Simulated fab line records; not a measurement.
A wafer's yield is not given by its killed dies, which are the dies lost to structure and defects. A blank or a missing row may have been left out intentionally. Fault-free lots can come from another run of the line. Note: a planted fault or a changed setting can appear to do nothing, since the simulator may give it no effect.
Comparing a struck lot with a sound one | flow ritCmos | 16 out of 202 route steps
Sound: the wafers L267.2, L267.3, L267.6. The struck wafers were L274.1, L274.2, L274.3. Last of all comes the cause.
For every step that has rows: the tool of each side, followed by ch and its chambers, followed by its first start. Under that, the readings that differ: sound wafers | struck wafers | difference of the means | sigmas: that difference in standard deviations of wafers without a fault.
alike: readings whose means differ by less than 2 such deviations, and words and numbers that are the same on both sides. not compared: withheld readings, readings that some wafer has no value for, bounds like >300 that may hide the same value, and numbers for which the record gives no deviation and whose values overlap.
A row with sigmas, a row that says differs or no value, or rows on one side alone: a step with any of these is where the two part. Numbers that don't overlap but have no deviation are shown without sigmas and don't part them. A reading missing from all wafers of one side parts the sides only when that side holds two or more wafers.

RIT_ACTIVE_BOW_MEAS_00:
  sound on filmMetro-03 at day 2 06:01; struck on filmMetro-03 at day 3 17:00
  alike: INCOMING_BOW
then, 1 step without rows for these wafers: RIT_ACTIVE_OXIDATION_01 (target thk 46.8 nm, ox time 3360 s).
RIT_ACTIVE_THK_MEAS_02:
  sound on filmMetro-04 at day 2 08:04; struck on filmMetro-01 at day 3 19:03
  alike: ACTIVE_OXIDE_THK
then, 1 step without rows for these wafers: RIT_ACTIVE_CVD_03 (deposits Si3N4 from SiH2Cl2/NH3, target thk 150 nm, time 1500 s).
RIT_ACTIVE_THK_MEAS_04:
  sound on filmMetro-04 at day 2 09:32; struck on filmMetro-03 at day 3 20:32
reading                 | sound             | struck            | difference | sigmas
ACTIVE_NITRIDE_THK (nm) | 148.5 147.2 147.0 | 150.7 151.8 152.5 | +4.1       | +3
then, 1 step without rows for these wafers: RIT_ACTIVE_HMDS_05 (prime time 60 s).
RIT_ACTIVE_COAT_06: resist thk 1000 nm.
  sound on lithoTrack-04 ch 0, day 2 09:46; struck on lithoTrack-04 ch 0, day 3 20:44
reading                                    | sound           | struck          | difference | sigmas
model.NOVOLAK_of_ACTIVE_COAT_06.thkNm (nm) | 994.9 996 994.6 | 958.5 960.5 961 | -35.2      | 
  alike: resistLineTempC
then, 4 steps without rows for these wafers: RIT_ACTIVE_SOFTBAKE_07 (time 60 s); RIT_ACTIVE_EXPOSE_08 (exposes mask M1, target cd 1400 nm); RIT_ACTIVE_PEB_09; RIT_ACTIVE_DEVELOP_10 (develop time 50 s).
RIT_ACTIVE_CD_MEAS_11: the cd target is 1400 nm.
  sound on cdSem-02 at day 2 10:35; struck on cdSem-02 at day 3 21:28
  alike: cdNm
then, 1 step without rows for these wafers: RIT_ACTIVE_HARDBAKE_12 (time 60 s).
RIT_ACTIVE_ETCH_13: etches Si3N4 in SF6, stops on SiO2, time 210 s, target depth 210 nm.
  sound on rieDiel-04 ch 1,2,3, day 2 10:50; struck on rieDiel-01 ch 0,1,3, day 3 21:44
reading                                    | sound             | struck            | difference | sigmas
model.NOVOLAK_of_ACTIVE_COAT_06.thkNm (nm) | 653.6 649.8 657.4 | 618.9 611.8 616.5 | -37.9      | 
  alike: drypumpMotorCurrentA, oesProductAu, throttleValvePct
  not compared: rfHoursCounterH
RIT_ACTIVE_STRIP_14: strips in O2, time 180 s.
  sound on plasmaAsher-04 ch 0,1, day 2 10:58; struck on plasmaAsher-02 ch 0,1, day 3 21:53
  alike: drypumpMotorCurrentA
  not compared: rfHoursCounterH
RIT_M1_PROBE_99:
  sound on prober-02 at day 4 06:45; struck on prober-01 at day 5 18:58
  alike: killedAtContacts, killedAtFrontEnd, killedDies, killedOpen, killedShort

WHERE THEY PART
RIT_ACTIVE_THK_MEAS_04 only, going by this record. Later steps at which nothing parts them and some readings are alike: RIT_ACTIVE_COAT_06, RIT_ACTIVE_CD_MEAS_11, RIT_ACTIVE_ETCH_13, RIT_ACTIVE_STRIP_14, RIT_M1_PROBE_99.

WHY: whatever the simulator had introduced
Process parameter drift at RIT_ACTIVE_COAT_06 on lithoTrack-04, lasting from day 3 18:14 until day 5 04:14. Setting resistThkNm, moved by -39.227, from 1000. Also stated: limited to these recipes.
